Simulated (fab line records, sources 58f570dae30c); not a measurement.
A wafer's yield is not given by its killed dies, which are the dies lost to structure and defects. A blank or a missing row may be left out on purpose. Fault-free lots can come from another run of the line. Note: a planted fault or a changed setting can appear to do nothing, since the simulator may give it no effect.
Shared-tool check || flow berkeley_cmos170 || Lots sampled 13, wafers sampled 39

WHY THIS WAS OPENED
At UCB170_PFIELD_TW_MEAS_09 the reading PFIELD_TW is flagged on 2 of 13 lots. Fault-free wafers read 605, with a standard deviation of 3.
Rule: flag the lot when none of its wafers has a number, or when each of its wafers that has one lies beyond 4 standard deviations from that mean. As for the other lots, they are considered sound.

{"lot": "L924", "measured": "day 4 03:13", "on": "film_metro-03", "PFIELD_TW, wafer by wafer": "611 609 604", "flag": ""}
{"lot": "L926", "measured": "day 4 18:02", "on": "film_metro-03", "PFIELD_TW, wafer by wafer": "603 605 609", "flag": ""}
{"lot": "L927", "measured": "day 4 18:10", "on": "film_metro-03", "PFIELD_TW, wafer by wafer": "605 606 607", "flag": ""}
{"lot": "L928", "measured": "day 5 04:34", "on": "film_metro-03", "PFIELD_TW, wafer by wafer": "606 607 601", "flag": ""}
{"lot": "L933", "measured": "day 6 10:22", "on": "film_metro-04", "PFIELD_TW, wafer by wafer": "61 62 62", "flag": "FLAGGED"}
{"lot": "L934", "measured": "day 6 10:41", "on": "film_metro-04", "PFIELD_TW, wafer by wafer": "64 63 63", "flag": "FLAGGED"}
{"lot": "L936", "measured": "day 6 23:44", "on": "film_metro-04", "PFIELD_TW, wafer by wafer": "606 605 606", "flag": ""}
{"lot": "L938", "measured": "day 7 07:04", "on": "film_metro-04", "PFIELD_TW, wafer by wafer": "599 604 604", "flag": ""}
{"lot": "L940", "measured": "day 8 03:04", "on": "film_metro-04", "PFIELD_TW, wafer by wafer": "604 608 607", "flag": ""}
{"lot": "L942", "measured": "day 8 04:02", "on": "film_metro-04", "PFIELD_TW, wafer by wafer": "606 606 607", "flag": ""}
{"lot": "L943", "measured": "day 8 22:49", "on": "film_metro-03", "PFIELD_TW, wafer by wafer": "608 604 607", "flag": ""}
{"lot": "L946", "measured": "day 9 04:03", "on": "film_metro-01", "PFIELD_TW, wafer by wafer": "600 604 596", "flag": ""}
{"lot": "L944", "measured": "day 9 04:11", "on": "film_metro-04", "PFIELD_TW, wafer by wafer": "604 608 607", "flag": ""}
Flagged lots average 62: -542 relative to the usual, that is -99 or more standard deviations.

WHICH TOOL RAN EACH LOT
The record holds 1 process step before the reading, out of a route of 331 steps. Read each cell as the tool, then ch plus the chambers that the sampled wafers visited, then the start.
{"lot": "L924", "flag": "", "UCB170_PFIELD_DEVELOP_05": "litho_track-02 ch 0, day 4 02:00"}
{"lot": "L926", "flag": "", "UCB170_PFIELD_DEVELOP_05": "litho_track-04 ch 0, day 4 17:00"}
{"lot": "L927", "flag": "", "UCB170_PFIELD_DEVELOP_05": "litho_track-02 ch 0, day 4 17:00"}
{"lot": "L928", "flag": "", "UCB170_PFIELD_DEVELOP_05": "litho_track-04 ch 0, day 5 04:00"}
{"lot": "L933", "flag": "FLAGGED", "UCB170_PFIELD_DEVELOP_05": "litho_track-02 ch 0, day 6 09:00"}
{"lot": "L934", "flag": "FLAGGED", "UCB170_PFIELD_DEVELOP_05": "litho_track-02 ch 0, day 6 10:00"}
{"lot": "L936", "flag": "", "UCB170_PFIELD_DEVELOP_05": "litho_track-04 ch 0, day 6 23:00"}
{"lot": "L938", "flag": "", "UCB170_PFIELD_DEVELOP_05": "litho_track-01 ch 0, day 7 06:00"}
{"lot": "L940", "flag": "", "UCB170_PFIELD_DEVELOP_05": "litho_track-04 ch 0, day 8 02:00"}
{"lot": "L942", "flag": "", "UCB170_PFIELD_DEVELOP_05": "litho_track-01 ch 0, day 8 03:00"}
{"lot": "L943", "flag": "", "UCB170_PFIELD_DEVELOP_05": "litho_track-04 ch 0, day 8 22:00"}
{"lot": "L946", "flag": "", "UCB170_PFIELD_DEVELOP_05": "litho_track-04 ch 0, day 9 03:00"}
{"lot": "L944", "flag": "", "UCB170_PFIELD_DEVELOP_05": "litho_track-01 ch 0, day 9 03:00"}
These steps, and what they do:
- UCB170_PFIELD_DEVELOP_05: develop time 45 s.
- UCB170_PFIELD_TW_MEAS_09

FLAGGED AGAINST TOTAL, ONE TOOL AT A TIME (gauges that did the reading follow at the end)
{"step": "UCB170_PFIELD_DEVELOP_05", "tool": "litho_track-01", "lots run": 3, "flagged": 0, "share of the flagged lots": "none", "sound lots run after its first flagged lot": "-"}
{"step": "UCB170_PFIELD_DEVELOP_05", "tool": "litho_track-02", "lots run": 4, "flagged": 2, "share of the flagged lots": "all", "sound lots run after its first flagged lot": 0}
{"step": "UCB170_PFIELD_DEVELOP_05", "tool": "litho_track-04", "lots run": 6, "flagged": 0, "share of the flagged lots": "none", "sound lots run after its first flagged lot": "-"}
{"step": "UCB170_PFIELD_TW_MEAS_09", "tool": "film_metro-01", "lots run": 1, "flagged": 0, "share of the flagged lots": "none", "sound lots run after its first flagged lot": "-"}
{"step": "UCB170_PFIELD_TW_MEAS_09", "tool": "film_metro-03", "lots run": 5, "flagged": 0, "share of the flagged lots": "none", "sound lots run after its first flagged lot": "-"}
{"step": "UCB170_PFIELD_TW_MEAS_09", "tool": "film_metro-04", "lots run": 7, "flagged": 2, "share of the flagged lots": "all", "sound lots run after its first flagged lot": "5 (L936,L938,L940,L942,L944)"}

WHAT THE TABLE ALLOWS
Rows of the table that ran all the flagged lots, 2 in number: litho_track-02 at UCB170_PFIELD_DEVELOP_05; film_metro-04 at UCB170_PFIELD_TW_MEAS_09.
- litho_track-02 at UCB170_PFIELD_DEVELOP_05: 2 of its 4 lots flagged. Last sound lot L927 at day 4 17:00, first flagged lot L933 at day 6 09:00; a fault beginning in between fits.
- film_metro-04 at UCB170_PFIELD_TW_MEAS_09: 2 of its 7 lots flagged. Lots that were sound ran on it after the first flagged one (L936, L938, L940, L942, L944); a persistent fault on the entire tool would not allow that.
What remains is a single tool, litho_track-02 at UCB170_PFIELD_DEVELOP_05.

WHAT THE SIMULATOR PUT IN
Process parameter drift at UCB170_PFIELD_DEVELOP_05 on litho_track-02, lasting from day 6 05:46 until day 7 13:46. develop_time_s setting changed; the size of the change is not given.
Shown lots that were struck: L933, L934. Same finding as the rule above.
